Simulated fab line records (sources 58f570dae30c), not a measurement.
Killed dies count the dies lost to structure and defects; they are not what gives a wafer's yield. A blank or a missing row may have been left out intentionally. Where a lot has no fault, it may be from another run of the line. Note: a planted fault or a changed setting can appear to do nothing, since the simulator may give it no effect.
Which tool did it? || flow berkeley-cmos170 || 15 lots with 45 wafers sampled at 5 steps, on a route of 331 steps

== WHAT THE GAUGES SHOWED, per wafer ==
UCB170_V1_OVL_MEAS_13. Usual: for V1_OVL the level is 2 nm and the standard deviation is 5.9.
{"lot": "L730", "measured": "day 8 04:10", "on": "overlay-02", "V1_OVL (nm)": "-2 4 1", "flag": ""}
{"lot": "L729", "measured": "day 8 04:30", "on": "overlay-02", "V1_OVL (nm)": "-5 1 6", "flag": ""}
{"lot": "L732", "measured": "day 8 13:28", "on": "overlay-02", "V1_OVL (nm)": "-3 2 -4", "flag": ""}
{"lot": "L731", "measured": "day 8 14:04", "on": "overlay-02", "V1_OVL (nm)": "18 9 17", "flag": ""}
{"lot": "L733", "measured": "day 8 20:52", "on": "overlay-02", "V1_OVL (nm)": "11 4 5", "flag": ""}
{"lot": "L734", "measured": "day 8 21:57", "on": "overlay-02", "V1_OVL (nm)": "4 2 3", "flag": ""}
{"lot": "L738", "measured": "day 9 06:22", "on": "overlay-02", "V1_OVL (nm)": "-4 -7 -4", "flag": ""}
{"lot": "L736", "measured": "day 9 06:59", "on": "overlay-02", "V1_OVL (nm)": "8 6 4", "flag": ""}
{"lot": "L743", "measured": "day 10 18:58", "on": "overlay-02", "V1_OVL (nm)": "1 -5 -1", "flag": ""}
{"lot": "L742", "measured": "day 10 20:52", "on": "overlay-01", "V1_OVL (nm)": "7 2 7", "flag": ""}
{"lot": "L746", "measured": "day 10 21:08", "on": "overlay-01", "V1_OVL (nm)": "1 12 12", "flag": ""}
{"lot": "L748", "measured": "day 11 15:35", "on": "overlay-01", "V1_OVL (nm)": "-2 0 2", "flag": ""}
{"lot": "L747", "measured": "day 11 16:11", "on": "overlay-02", "V1_OVL (nm)": "2 -1 3", "flag": ""}
{"lot": "L751", "measured": "day 11 23:01", "on": "overlay-02", "V1_OVL (nm)": "2 4 9", "flag": ""}
{"lot": "L752", "measured": "day 12 06:21", "on": "overlay-01", "V1_OVL (nm)": "-6 6 3", "flag": ""}

UCB170_V2_THK_MEAS_04. Usual: for V2_POLISHED_THK the level is 999.5 nm and the standard deviation is 1.3.
{"lot": "L730", "measured": "day 8 08:22", "on": "film-metro-04", "V2_POLISHED_THK (nm)": "1000.9 1000.6 1001.8", "flag": ""}
{"lot": "L729", "measured": "day 8 09:04", "on": "film-metro-04", "V2_POLISHED_THK (nm)": "998.0 998.9 999.8", "flag": ""}
{"lot": "L732", "measured": "day 8 17:13", "on": "film-metro-04", "V2_POLISHED_THK (nm)": "1000.3 999.5 1001.4", "flag": ""}
{"lot": "L731", "measured": "day 8 17:40", "on": "film-metro-02", "V2_POLISHED_THK (nm)": "999.7 998.2 1000.8", "flag": ""}
{"lot": "L733", "measured": "day 9 01:58", "on": "film-metro-04", "V2_POLISHED_THK (nm)": "999.6 999.0 999.4", "flag": ""}
{"lot": "L734", "measured": "day 9 02:21", "on": "film-metro-02", "V2_POLISHED_THK (nm)": "998.0 1001.2 999.5", "flag": ""}
{"lot": "L738", "measured": "day 9 11:32", "on": "film-metro-02", "V2_POLISHED_THK (nm)": "999.7 998.8 1000.5", "flag": ""}
{"lot": "L736", "measured": "day 9 12:44", "on": "film-metro-02", "V2_POLISHED_THK (nm)": "999.6 996.9 997.2", "flag": ""}
{"lot": "L743", "measured": "day 10 23:01", "on": "film-metro-04", "V2_POLISHED_THK (nm)": "998.8 1001.0 1000.1", "flag": ""}
{"lot": "L742", "measured": "day 11 01:23", "on": "film-metro-02", "V2_POLISHED_THK (nm)": "999.7 998.4 997.7", "flag": ""}
{"lot": "L746", "measured": "day 11 01:45", "on": "film-metro-04", "V2_POLISHED_THK (nm)": "1001.1 1000.8 1000.8", "flag": ""}
{"lot": "L748", "measured": "day 11 19:38", "on": "film-metro-04", "V2_POLISHED_THK (nm)": "998.7 998.3 998.3", "flag": ""}
{"lot": "L747", "measured": "day 11 20:38", "on": "film-metro-04", "V2_POLISHED_THK (nm)": "1000.9 998.5 1000.7", "flag": ""}
{"lot": "L751", "measured": "day 12 03:05", "on": "film-metro-01", "V2_POLISHED_THK (nm)": "1000.3 1002.7 999.6", "flag": ""}
{"lot": "L752", "measured": "day 12 10:20", "on": "film-metro-01", "V2_POLISHED_THK (nm)": "1003.4 998.9 999.9", "flag": ""}

UCB170_V2_CD_MEAS_12: the cd target is 700 nm. Usual: cd-nm 700.1 nm, standard deviation 1.5.
{"lot": "L730", "measured": "day 8 10:13", "on": "cd-sem-02", "cd-nm (nm)": "699.3 698.2 698.4", "flag": ""}
{"lot": "L729", "measured": "day 8 11:14", "on": "cd-sem-01", "cd-nm (nm)": "702.0 699.8 699.0", "flag": ""}
{"lot": "L732", "measured": "day 8 18:46", "on": "cd-sem-01", "cd-nm (nm)": "703.0 702.2 702.6", "flag": ""}
{"lot": "L731", "measured": "day 8 19:27", "on": "cd-sem-02", "cd-nm (nm)": "698.2 699.2 698.7", "flag": ""}
{"lot": "L733", "measured": "day 9 03:11", "on": "cd-sem-01", "cd-nm (nm)": "700.6 700.7 699.8", "flag": ""}
{"lot": "L734", "measured": "day 9 03:34", "on": "cd-sem-02", "cd-nm (nm)": "700.4 701.8 700.3", "flag": ""}
{"lot": "L738", "measured": "day 9 12:41", "on": "cd-sem-02", "cd-nm (nm)": "699.5 701.2 700.8", "flag": ""}
{"lot": "L736", "measured": "day 9 14:29", "on": "cd-sem-02", "cd-nm (nm)": "699.5 699.2 699.9", "flag": ""}
{"lot": "L743", "measured": "day 11 00:58", "on": "cd-sem-02", "cd-nm (nm)": "700.3 699.5 699.5", "flag": ""}
{"lot": "L742", "measured": "day 11 03:07", "on": "cd-sem-01", "cd-nm (nm)": "700.9 700.2 700.4", "flag": ""}
{"lot": "L746", "measured": "day 11 04:07", "on": "cd-sem-02", "cd-nm (nm)": "701.5 701.7 702.4", "flag": ""}
{"lot": "L748", "measured": "day 11 21:05", "on": "cd-sem-01", "cd-nm (nm)": "701.7 700.9 699.6", "flag": ""}
{"lot": "L747", "measured": "day 11 22:19", "on": "cd-sem-01", "cd-nm (nm)": "700.8 701.5 700.8", "flag": ""}
{"lot": "L751", "measured": "day 12 04:23", "on": "cd-sem-02", "cd-nm (nm)": "700.0 700.3 698.3", "flag": ""}
{"lot": "L752", "measured": "day 12 11:37", "on": "cd-sem-02", "cd-nm (nm)": "697.6 698.9 699.5", "flag": ""}

UCB170_M3_CD_MEAS_15: the cd target is 700 nm. Usual: cd-nm 700.2 nm, standard deviation 1.4.
{"lot": "L730", "measured": "day 8 14:03", "on": "cd-sem-02", "cd-nm (nm)": "700.5 700.3 702.4", "flag": ""}
{"lot": "L729", "measured": "day 8 14:41", "on": "cd-sem-02", "cd-nm (nm)": "701.0 701.5 701.6", "flag": ""}
{"lot": "L732", "measured": "day 8 23:10", "on": "cd-sem-01", "cd-nm (nm)": "700.9 701.4 702.6", "flag": ""}
{"lot": "L731", "measured": "day 8 23:40", "on": "cd-sem-02", "cd-nm (nm)": "701.9 700.5 701.2", "flag": ""}
{"lot": "L733", "measured": "day 9 06:10", "on": "cd-sem-01", "cd-nm (nm)": "700.0 700.9 699.3", "flag": ""}
{"lot": "L734", "measured": "day 9 06:29", "on": "cd-sem-02", "cd-nm (nm)": "700.1 700.4 700.7", "flag": ""}
{"lot": "L738", "measured": "day 9 15:08", "on": "cd-sem-01", "cd-nm (nm)": "700.5 701.0 700.4", "flag": ""}
{"lot": "L736", "measured": "day 9 17:32", "on": "cd-sem-01", "cd-nm (nm)": "700.4 701.1 700.7", "flag": ""}
{"lot": "L743", "measured": "day 11 04:32", "on": "cd-sem-01", "cd-nm (nm)": "714.5 716.3 714.7", "flag": "OFF"}
{"lot": "L742", "measured": "day 11 07:28", "on": "cd-sem-02", "cd-nm (nm)": "701.1 700.3 699.5", "flag": ""}
{"lot": "L746", "measured": "day 11 07:35", "on": "cd-sem-01", "cd-nm (nm)": "710.5 711.7 711.7", "flag": "OFF"}
{"lot": "L748", "measured": "day 12 00:20", "on": "cd-sem-01", "cd-nm (nm)": "708.1 708.7 709.1", "flag": "OFF"}
{"lot": "L747", "measured": "day 12 01:36", "on": "cd-sem-01", "cd-nm (nm)": "701.5 702.1 701.0", "flag": ""}
{"lot": "L751", "measured": "day 12 07:01", "on": "cd-sem-02", "cd-nm (nm)": "698.4 696.7 698.6", "flag": ""}
{"lot": "L752", "measured": "day 12 14:24", "on": "cd-sem-02", "cd-nm (nm)": "697.1 697.3 696.2", "flag": ""}

== WHICH TOOL RAN EACH LOT (tool, then ch and the chambers of the sampled wafers, then the start) ==
{"lot": "L730", "UCB170_M3_EXPOSE_12": "krf-scanner-01 ch 0, day 8 13:23"}
{"lot": "L729", "UCB170_M3_EXPOSE_12": "krf-scanner-01 ch 0, day 8 14:08"}
{"lot": "L732", "UCB170_M3_EXPOSE_12": "krf-scanner-02 ch 0, day 8 22:28"}
{"lot": "L731", "UCB170_M3_EXPOSE_12": "krf-scanner-01 ch 0, day 8 23:04"}
{"lot": "L733", "UCB170_M3_EXPOSE_12": "krf-scanner-02 ch 0, day 9 05:22"}
{"lot": "L734", "UCB170_M3_EXPOSE_12": "krf-scanner-02 ch 0, day 9 05:46"}
{"lot": "L738", "UCB170_M3_EXPOSE_12": "krf-scanner-02 ch 0, day 9 14:45"}
{"lot": "L736", "UCB170_M3_EXPOSE_12": "krf-scanner-01 ch 0, day 9 16:56"}
{"lot": "L743", "UCB170_M3_EXPOSE_12": "krf-scanner-02 ch 0, day 11 03:58"}
{"lot": "L742", "UCB170_M3_EXPOSE_12": "krf-scanner-01 ch 0, day 11 06:41"}
{"lot": "L746", "UCB170_M3_EXPOSE_12": "krf-scanner-02 ch 0, day 11 07:03"}
{"lot": "L748", "UCB170_M3_EXPOSE_12": "krf-scanner-02 ch 0, day 11 23:40"}
{"lot": "L747", "UCB170_M3_EXPOSE_12": "krf-scanner-01 ch 0, day 12 01:12"}
{"lot": "L751", "UCB170_M3_EXPOSE_12": "krf-scanner-01 ch 0, day 12 06:37"}
{"lot": "L752", "UCB170_M3_EXPOSE_12": "krf-scanner-01 ch 0, day 12 13:41"}
- UCB170_M3_EXPOSE_12: exposes mask METAL3, target cd 700 nm.

== AS READ BY THE TOOLS THEMSELVES (means over the sampled wafers that have a number; for cases with no such wafer, the mark the record gives instead) ==
UCB170_M3_EXPOSE_12. Usual: exposure-dose-mJ-cm2 25.956, standard deviation 0.027.
{"lot": "L730", "tool": "krf-scanner-01", "exposure-dose-mJ-cm2": 25.982, "flag": ""}
{"lot": "L729", "tool": "krf-scanner-01", "exposure-dose-mJ-cm2": 25.960, "flag": ""}
{"lot": "L732", "tool": "krf-scanner-02", "exposure-dose-mJ-cm2": 25.964, "flag": ""}
{"lot": "L731", "tool": "krf-scanner-01", "exposure-dose-mJ-cm2": 25.951, "flag": ""}
{"lot": "L733", "tool": "krf-scanner-02", "exposure-dose-mJ-cm2": 25.958, "flag": ""}
{"lot": "L734", "tool": "krf-scanner-02", "exposure-dose-mJ-cm2": 25.914, "flag": ""}
{"lot": "L738", "tool": "krf-scanner-02", "exposure-dose-mJ-cm2": 25.968, "flag": ""}
{"lot": "L736", "tool": "krf-scanner-01", "exposure-dose-mJ-cm2": 25.966, "flag": ""}
{"lot": "L743", "tool": "krf-scanner-02", "exposure-dose-mJ-cm2": 23.846, "flag": "OFF"}
{"lot": "L742", "tool": "krf-scanner-01", "exposure-dose-mJ-cm2": 26.000, "flag": ""}
{"lot": "L746", "tool": "krf-scanner-02", "exposure-dose-mJ-cm2": 24.266, "flag": "OFF"}
{"lot": "L748", "tool": "krf-scanner-02", "exposure-dose-mJ-cm2": 24.606, "flag": "OFF"}
{"lot": "L747", "tool": "krf-scanner-01", "exposure-dose-mJ-cm2": 25.945, "flag": ""}
{"lot": "L751", "tool": "krf-scanner-01", "exposure-dose-mJ-cm2": 25.993, "flag": ""}
{"lot": "L752", "tool": "krf-scanner-01", "exposure-dose-mJ-cm2": 25.955, "flag": ""}

== THE ANSWER, worked out from the rows above alone ==
Rule: a lot is off if the mean of its wafers that have a number lies more than 3 standard deviations from the usual mean. A lot without any number at a reading at which 4 lots or more have one is off too. The other lots that the step has rows for count as sound. Order of review: gauges by route order, followed by the tools' own readings, for which a lot's mean as printed above is used. At the first step where some lot is off, the reading lying furthest off is the one used; lots without a number count as furthest.
Off: L743, L746, L748 (UCB170_M3_CD_MEAS_15, cd-nm).
A tool fits if, at a process step before that reading, it ran every lot that is off, and no sound lot after the first of them. Not tried: the gauges at UCB170_M3_CD_MEAS_15; whatever is off there is also off at UCB170_M3_EXPOSE_12, on other tools, and gauge error can't account for it. One fits: krf-scanner-02 at UCB170_M3_EXPOSE_12. Its last sound lot is L738 (day 9 14:45), its first lot that is off L743 (day 11 03:58): a fault that began between those two fits.
On the lots that are off, the tool's own readings at UCB170_M3_EXPOSE_12 differ by more than 5 times the standard deviation of the sound lots' means, which bears it out; exposure-dose-mJ-cm2 reads 24.239 there versus 25.963 on the sound lots.

== WHAT HAD BEEN PUT IN BY THE SIMULATOR ==
Drift in process parameters on krf-scanner-02 at UCB170_M3_EXPOSE_12, starting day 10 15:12. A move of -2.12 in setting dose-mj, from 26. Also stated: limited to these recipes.
Shown lots that were struck: L743, L746, L748. This agrees with what the rule above found.
